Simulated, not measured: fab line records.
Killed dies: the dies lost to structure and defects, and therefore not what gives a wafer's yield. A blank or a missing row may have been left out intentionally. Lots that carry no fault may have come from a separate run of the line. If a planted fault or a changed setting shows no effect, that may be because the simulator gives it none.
Commonality check across tools ; flow rit-cmos ; Sample size 13 lots and 39 wafers

REASON FOR OPENING
RIT_FOX1_THK_MEAS_01, reading FOX1_OXIDE_THK: flagged on 2 of 13 lots. No-fault wafers: 345 nm, standard deviation 5.8.
Rule: a lot gets a flag if all its wafers with a number sit over 4 standard deviations from that mean, or if no wafer of it has a number. The rest of the lots are taken to be sound.

lot;measured;on;FOX1_OXIDE_THK (nm), wafer by wafer;flag
L771;day 1 19:23;film-metro-03;340 338 344;
L772;day 1 23:30;film-metro-03;347 349 343;
L773;day 2 03:52;film-metro-02;340 333 338;
L774;day 2 10:11;film-metro-04;344 346 342;
L775;day 2 13:37;film-metro-02;345 350 340;
L776;day 2 20:33;film-metro-03;350 347 345;
L777;day 3 01:01;film-metro-03;355 353 347;
L778;day 3 05:15;film-metro-04;345 346 341;
L779;day 3 12:37;film-metro-02;385 387 380;FLAGGED
L780;day 3 17:11;film-metro-04;387 382 379;FLAGGED
L789;day 5 19:04;film-metro-02;348 348 354;
L794;day 6 14:25;film-metro-04;346 347 353;
L793;day 6 14:26;film-metro-02;367 354 357;
The mean of the flagged lots' numbers is 383 nm, +38 nm from the usual (+7 standard deviations).

EACH LOT AND THE TOOL IT RAN ON
The record holds 1 process step before the reading, out of a route of 202 steps. Cell contents, in order: the tool; ch with the chambers the sampled wafers went through; the start.
lot;flag;RIT_FOX1_OXIDATION_00
L771;;furnace-01 ch 0, day 1 18:04
L772;;furnace-04 ch 0, day 1 22:11
L773;;furnace-01 ch 0, day 2 02:33
L774;;furnace-04 ch 0, day 2 08:51
L775;;furnace-04 ch 0, day 2 12:18
L776;;furnace-04 ch 0, day 2 19:13
L777;;furnace-04 ch 0, day 2 23:41
L778;;furnace-03 ch 0, day 3 03:56
L779;FLAGGED;furnace-04 ch 0, day 3 11:18
L780;FLAGGED;furnace-04 ch 0, day 3 15:53
L789;;furnace-03 ch 0, day 5 17:44
L794;;furnace-01 ch 0, day 6 13:06
L793;;furnace-01 ch 0, day 6 13:06
What these steps do:
- RIT_FOX1_OXIDATION_00: target thk 350.7 nm, ox time 1130 s.
- RIT_FOX1_THK_MEAS_01

FLAGGED AGAINST TOTAL, ONE TOOL AT A TIME (gauges that did the reading follow at the end)
step;tool;lots run;flagged;share of the flagged lots;sound lots run after its first flagged lot
RIT_FOX1_OXIDATION_00;furnace-01;4;0;none;-
RIT_FOX1_OXIDATION_00;furnace-03;2;0;none;-
RIT_FOX1_OXIDATION_00;furnace-04;7;2;all;0
RIT_FOX1_THK_MEAS_01;film-metro-02;5;1;some;2 (L789,L793)
RIT_FOX1_THK_MEAS_01;film-metro-03;4;0;none;-
RIT_FOX1_THK_MEAS_01;film-metro-04;4;1;some;1 (L794)

WHAT IS ALLOWED BY THE TABLE
All flagged lots share 1 row of the table, namely furnace-04 at RIT_FOX1_OXIDATION_00.
- furnace-04 at RIT_FOX1_OXIDATION_00: 2 of its 7 lots flagged. A fault beginning between L777 (day 2 23:41), its last sound lot, and L779 (day 3 11:18), its first flagged one, fits the data. Its own readings lie more than 4 standard deviations out on every wafer of the flagged lots: spike-tc-centre-C, spike-tc-load-C, spike-tc-source-C, tube-center-temp-C, tube_center_temp_C_max.
Just one tool remains: furnace-04 at RIT_FOX1_OXIDATION_00.

WHAT THE SIMULATOR PUT IN
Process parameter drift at RIT_FOX1_OXIDATION_00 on furnace-04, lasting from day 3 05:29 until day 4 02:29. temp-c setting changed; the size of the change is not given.
Lots struck among those shown: L779, L780. This agrees with what the rule above found.
